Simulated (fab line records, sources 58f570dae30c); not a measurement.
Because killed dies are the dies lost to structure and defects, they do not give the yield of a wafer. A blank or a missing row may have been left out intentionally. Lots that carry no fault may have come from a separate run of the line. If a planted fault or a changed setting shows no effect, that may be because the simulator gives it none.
Which tool did it? -- flow berkeley cmos170 -- 39 wafers from 15 lots sampled at 2 of the route's 331 steps

## WHAT THE GAUGES SHOWED, per wafer
UCB170_V2_THK_MEAS_01.
lot,measured,on,V2_TEOS_THK (nm)
L383,day 8 23:53,film metro-03,1996 1964 1983
L384,day 9 00:26,film metro-03,2010 2004 2030
L385,day 9 10:28,film metro-03,1965 1988 2016
L386,day 9 12:01,film metro-04,2020 2006 2044
L387,day 9 19:17,film metro-04,1982 1995 1978
L391,day 10 08:49,film metro-03,1996
L389,day 10 11:07,film metro-01,2008
L394,day 10 20:17,film metro-01,1960 1970 2004
L393,day 10 23:14,film metro-04,2021
L397,day 11 08:39,film metro-03,1972 1993 2001
L395,day 11 11:14,film metro-01,1972 2035 2018
L400,day 12 11:41,film metro-04,1937 1991 2004
L402,day 12 17:40,film metro-03,1986 2003 2015
L403,day 13 20:10,film metro-03,1943 1965 1965
L405,day 14 00:17,film metro-01,1983 1992 2004

## WHICH TOOL RAN EACH LOT (tool, then ch and the chambers of the sampled wafers, then the start)
lot,UCB170_M2_STRIP_19
L383,"plasma asher-04 ch 1, day 8 23:31"
L384,"plasma asher-03 ch 0,1, day 9 00:02"
L385,"plasma asher-04 ch 0, day 9 10:03"
L386,"plasma asher-03 ch 0,1, day 9 11:38"
L387,"plasma asher-04 ch 0,1, day 9 18:55"
L391,"plasma asher-03 ch 1, day 10 08:26"
L389,"plasma asher-04 ch 0, day 10 10:45"
L394,"plasma asher-04 ch 0,1, day 10 19:54"
L393,"plasma asher-04 ch 0, day 10 22:52"
L397,"plasma asher-01 ch 0,1, day 11 08:16"
L395,"plasma asher-01 ch 0,1, day 11 10:48"
L400,"plasma asher-01 ch 0,1, day 12 11:19"
L402,"plasma asher-04 ch 0,1, day 12 17:17"
L403,"plasma asher-03 ch 0,1, day 13 19:47"
L405,"plasma asher-03 ch 0,1, day 13 23:55"
- UCB170_M2_STRIP_19: strips in O2.

## WHAT THE TOOLS THEMSELVES READ (means of the sampled wafers that have a number; where no wafer has one, the mark that the record gives instead)
UCB170_M2_STRIP_19.
lot,tool,drypump motor current A (A),o2 flow sccm (sccm),oes product au (a.u.)
L383,plasma asher-04,5.49,400.7,0.585
L384,plasma asher-03,5.45,399.0,0.558
L385,plasma asher-04,5.83,400.2,0.570
L386,plasma asher-03,5.40,399.8,0.580
L387,plasma asher-04,5.59,399.3,0.577
L391,plasma asher-03,5.36,399.7,0.572
L389,plasma asher-04,5.81,400.4,0.592
L394,plasma asher-04,5.72,400.7,0.590
L393,plasma asher-04,5.83,399.9,0.556
L397,plasma asher-01,5.41,399.3,0.571
L395,plasma asher-01,5.42,400.9,0.559
L400,plasma asher-01,5.43,399.2,0.568
L402,plasma asher-04,5.71,401.4,0.554
L403,plasma asher-03,5.40,399.5,0.566
L405,plasma asher-03,5.46,398.3,0.548

## THE ANSWER, worked out from the rows above alone
Rule: the usual values come from the lots themselves. The widest of any qualifying gaps counts: lots, ordered by their means at a reading, are off when they make up no more than a third of the lots, leave a main group of 4 or more, and stand apart from it by 3 or more times the standard deviation of that group's means. Not used: any main group whose means are identical at the precision the tables above print for the reading. Also off: a lot with no number at a reading for which 4 or more lots have one. All remaining lots with rows at the step are treated as sound. Order of review: gauges by route order, followed by the tools' own readings, for which a lot's mean as printed above is used. The first step at which some lot is off is used, and at that step the reading that is off furthest; a lot without a number counts as furthest.
Nothing can be told from this: no lot is off at any reading shown.

## WHAT WAS PUT IN BY THE SIMULATOR
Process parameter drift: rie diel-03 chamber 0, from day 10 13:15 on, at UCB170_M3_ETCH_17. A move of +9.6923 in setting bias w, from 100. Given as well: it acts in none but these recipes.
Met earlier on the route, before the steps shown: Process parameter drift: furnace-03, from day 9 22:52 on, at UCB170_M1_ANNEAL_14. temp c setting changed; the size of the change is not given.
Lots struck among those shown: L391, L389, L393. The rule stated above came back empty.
